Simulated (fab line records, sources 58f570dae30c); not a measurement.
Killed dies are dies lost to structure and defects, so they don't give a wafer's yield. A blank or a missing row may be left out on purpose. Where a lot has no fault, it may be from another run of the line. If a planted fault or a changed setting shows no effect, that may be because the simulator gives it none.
A struck lot beside a sound one -- flow berkeley cmos170 -- 14 steps out of a route of 331
Sound: wafers L248.1, L248.5, L248.6. Wafers struck: L237.1, L237.2, L237.3. At the end, the cause is stated.
At each step with rows: each side's tool, then ch and its chambers, then its first start. Under that, the readings that differ: sound wafers -- struck wafers -- difference of the means -- sigmas: that difference in standard deviations of wafers without a fault.
alike: readings with means less than 2 such deviations apart, plus words and numbers identical on both sides. not compared: withheld readings, readings lacking a value on some wafer, bounds such as >300 that could conceal the same value, and numbers that have no deviation in the record and whose values overlap.
A row with sigmas, a row that says differs or no value, or rows on one side alone: a step with any of these is where the two part. Numbers that have no deviation but don't overlap get no sigmas and don't part them. Lack of a reading on every wafer of one side parts them only where that side has two or more wafers.

first, 1 step without rows for these wafers: UCB170_CONTACT_CLEAN_07 (cleans in SPM, time 600 s).
UCB170_CONTACT_RTA_08: time 10 s.
  sound on rtp anneal-01 ch 0, day 10 15:13; struck on rtp anneal-02 ch 0, day 8 20:12
reading,sound,struck,difference,sigmas
lamp power pct (%),25.77 25.84 25.81,25.49 25.57 25.49,-0.29,-2
  alike: wafer_temp_C_max
then, 6 steps without rows for these wafers: UCB170_CONTACT_COAT_09; UCB170_CONTACT_COAT_10 (resist thk 900 nm); UCB170_CONTACT_SOFTBAKE_11 (time 60 s); UCB170_CONTACT_EXPOSE_12 (exposes mask CONT, target cd 700 nm); UCB170_CONTACT_PEB_13; UCB170_CONTACT_DEVELOP_14 (develop time 45 s).
UCB170_CONTACT_CD_MEAS_15: the cd target is 700 nm.
  struck on cd sem-01, day 8 22:06; sound on cd sem-02, day 10 16:29
  alike: cd nm
UCB170_CONTACT_OVL_MEAS_16:
  struck on overlay-02, day 8 22:13; sound on overlay-01, day 10 16:36
  alike: CONTACT_OVL
UCB170_CONTACT_ETCH_17: etches BARC in N2/H2.
  sound on rie diel-01 ch 1,2,3, day 10 16:38; struck on rie diel-01 ch 0,1,2, day 8 22:16
  alike: drypump motor current A, oes product au, throttle valve pct
UCB170_CONTACT_ETCH_18: etches PSG in CHF3/CF4/Ar, stops on TiSi2, target depth 840 nm, time 195 s.
  sound on rie diel-01 ch 1,2,3; struck on rie diel-01 ch 0,1,2
  alike: CHF3_flow_sccm, drypump motor current A, mfc ar sccm, oes product au, throttle valve pct
  not compared: rf hours counter h
UCB170_CONTACT_STRIP_19: strips in O2.
  sound on plasma asher-01 ch 0,1, day 10 16:49; struck on plasma asher-01 ch 0,1, day 8 22:25
  no value came back on the struck wafers for chamber pressure mTorr (mTorr), drypump motor current A (A), o2 flow sccm (sccm), oes product au (a.u.); on the sound wafers chamber pressure mTorr (mTorr) reads 3501 3500 3498
reading,sound,struck,difference,sigmas
model.KrF_of_CONTACT_COAT_10.thk nm (nm),0 0 0,693.5 692.9 689.1,+691.8,
  not compared: rf hours counter h
UCB170_CONTACT_CD_MEAS_90: the cd target is 700 nm.
  struck on cd sem-02, day 8 22:31; sound on cd sem-02, day 10 16:55
  alike: cd nm

== WHERE THEY PART ==
Earliest at UCB170_CONTACT_RTA_08; latest, in this record, at UCB170_CONTACT_STRIP_19. Later steps at which nothing parts them and some readings are alike: UCB170_CONTACT_CD_MEAS_90.

WHY: what the simulator had put in
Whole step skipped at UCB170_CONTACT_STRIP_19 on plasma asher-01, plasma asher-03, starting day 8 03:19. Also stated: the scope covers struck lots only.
